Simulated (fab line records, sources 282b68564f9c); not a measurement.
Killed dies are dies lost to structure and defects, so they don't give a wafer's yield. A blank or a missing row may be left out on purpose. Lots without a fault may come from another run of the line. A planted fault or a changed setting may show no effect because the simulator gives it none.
Split-lot experiment | flow rit_cmos | 5 lots, 23 wafers read, on a route of 202 steps

THE SPLIT
At RIT_PWELL_COAT_01 (resist thk 1300 nm), the setting spin_rpm was moved away from the recipe's 2000 rpm on 7 of the 23 wafers read, by -5.5% to +7.4%. The other wafers ran this setting at the recipe's value.

FROM THE SPLIT TO THE READING: what the file shows between them, 3 steps
- RIT_PWELL_SOFTBAKE_02: time 60 s
- RIT_PWELL_EXPOSE_03: exposes mask M3, target cd 43700 nm
- RIT_PWELL_DEVELOP_05: develop time 68 s

THE READING
NOVOLAK_of_PWELL_COAT_01.thk_nm (the simulator's own value, which no gauge read), in nm, at RIT_PWELL_HARDBAKE_07 (time 120 s). The file gives no usual value for it. The 16 wafers here that ran the recipe average 1136 nm, standard deviation 3.3 nm.

wafer  | tool, chamber at the split | spin_rpm as run, rpm | against the recipe | NOVOLAK_of_PWELL_COAT_01.thk_nm, nm | against lot-mates on the recipe
L074.1 | litho_track-02, 0          | 1890                 | -5.5%              | 1170                                | +35
L074.5 | litho_track-02, 0          | 1890                 | -5.5%              | 1170                                | +35
L074.2 | litho_track-02, 0          | 1890                 | -5.5%              | 1167                                | +32
L074.3 | litho_track-02, 0          | 2000                 | recipe             | 1134                                | -
L074.4 | litho_track-02, 0          | 2000                 | recipe             | 1136                                | -
L080.1 | litho_track-02, 0          | 2000                 | recipe             | 1132                                | -
L080.6 | litho_track-02, 0          | 2000                 | recipe             | 1132                                | -
L080.2 | litho_track-02, 0          | 2041                 | +2.0%              | 1119                                | -14
L080.4 | litho_track-02, 0          | 2041                 | +2.0%              | 1125                                | -8
L080.5 | litho_track-02, 0          | 2000                 | recipe             | 1134                                | -
L081.1 | litho_track-02, 0          | 2000                 | recipe             | 1133                                | -
L081.2 | litho_track-02, 0          | 2000                 | recipe             | 1137                                | -
L081.3 | litho_track-02, 0          | 2000                 | recipe             | 1131                                | -
L081.4 | litho_track-02, 0          | 2000                 | recipe             | 1135                                | -
L081.5 | litho_track-02, 0          | 2000                 | recipe             | 1136                                | -
L082.1 | litho_track-02, 0          | 2000                 | recipe             | 1137                                | -
L082.3 | litho_track-02, 0          | 2000                 | recipe             | 1135                                | -
L082.6 | litho_track-02, 0          | 2000                 | recipe             | 1134                                | -
L085.1 | litho_track-04, 0          | 2000                 | recipe             | 1143                                | -
L085.3 | litho_track-04, 0          | 2148                 | +7.4%              | 1105                                | -37
L085.4 | litho_track-04, 0          | 2000                 | recipe             | 1141                                | -
L085.5 | litho_track-04, 0          | 2000                 | recipe             | 1141                                | -
L085.6 | litho_track-04, 0          | 2148                 | +7.4%              | 1104                                | -38

THE FIT
A straight line over all 23 wafers: NOVOLAK_of_PWELL_COAT_01.thk_nm changes by -5.13 nm for each +1% of spin_rpm; r = -0.97; the points scatter about the line by 4.2 nm.
The same after taking each lot's own level away (the mean of its wafers on the recipe; 23 wafers): -5.54 nm for each +1%; r = -0.99; scatter 2.3 nm.
On that fit, the largest move of spin_rpm shifts the reading by 41 nm.
The lots' own levels span 1132.7 to 1141.7 nm, that is 2.7 times the standard deviation above.
So the lot-to-lot level changes the slope little: the two slopes agree.
Check: with one of the wafers moved furthest among these (+7.4%) left out of the fit, the line predicts -41.7 nm for it against its lot-mates. It came out at -36.7 nm against them.

OTHER SPLITS ON THESE WAFERS
These wafers also went through other splits before the reading. Each is held against what the fit with the lots' levels taken away leaves over:
other split on the same wafers  | wafers away from the commonest value | r with NOVOLAK_of_PWELL_COAT_01.thk_nm (lot level and that fit taken away)
RIT_ACTIVE_COAT_06 spin_rpm     | 9                                    | -0.45
RIT_NWELL_COAT_01 spin_rpm      | 10                                   | +0.11
RIT_NWELL_IMPLANT_08 energy_kev | 7                                    | +0.05

THE WHOLE CHAIN: every reading that the file lists as answering this split, in the file's order
step                  | what it does       | reading                                                                          | change (the file's fit)              | r (the file's)
RIT_PWELL_COAT_01     | resist thk 1300 nm | NOVOLAK_of_PWELL_COAT_01.thk_nm (the simulator's own value, which no gauge read) | -6.24 nm for each +1% of the setting | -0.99
RIT_PWELL_HARDBAKE_07 | time 120 s         | NOVOLAK_of_PWELL_COAT_01.thk_nm (the simulator's own value, which no gauge read) | -5.37 nm for each +1% of the setting | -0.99

THE FILE'S OWN FIT
NOVOLAK_of_PWELL_COAT_01.thk_nm changes by -5.37 nm for each +1% of spin_rpm, r = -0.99.
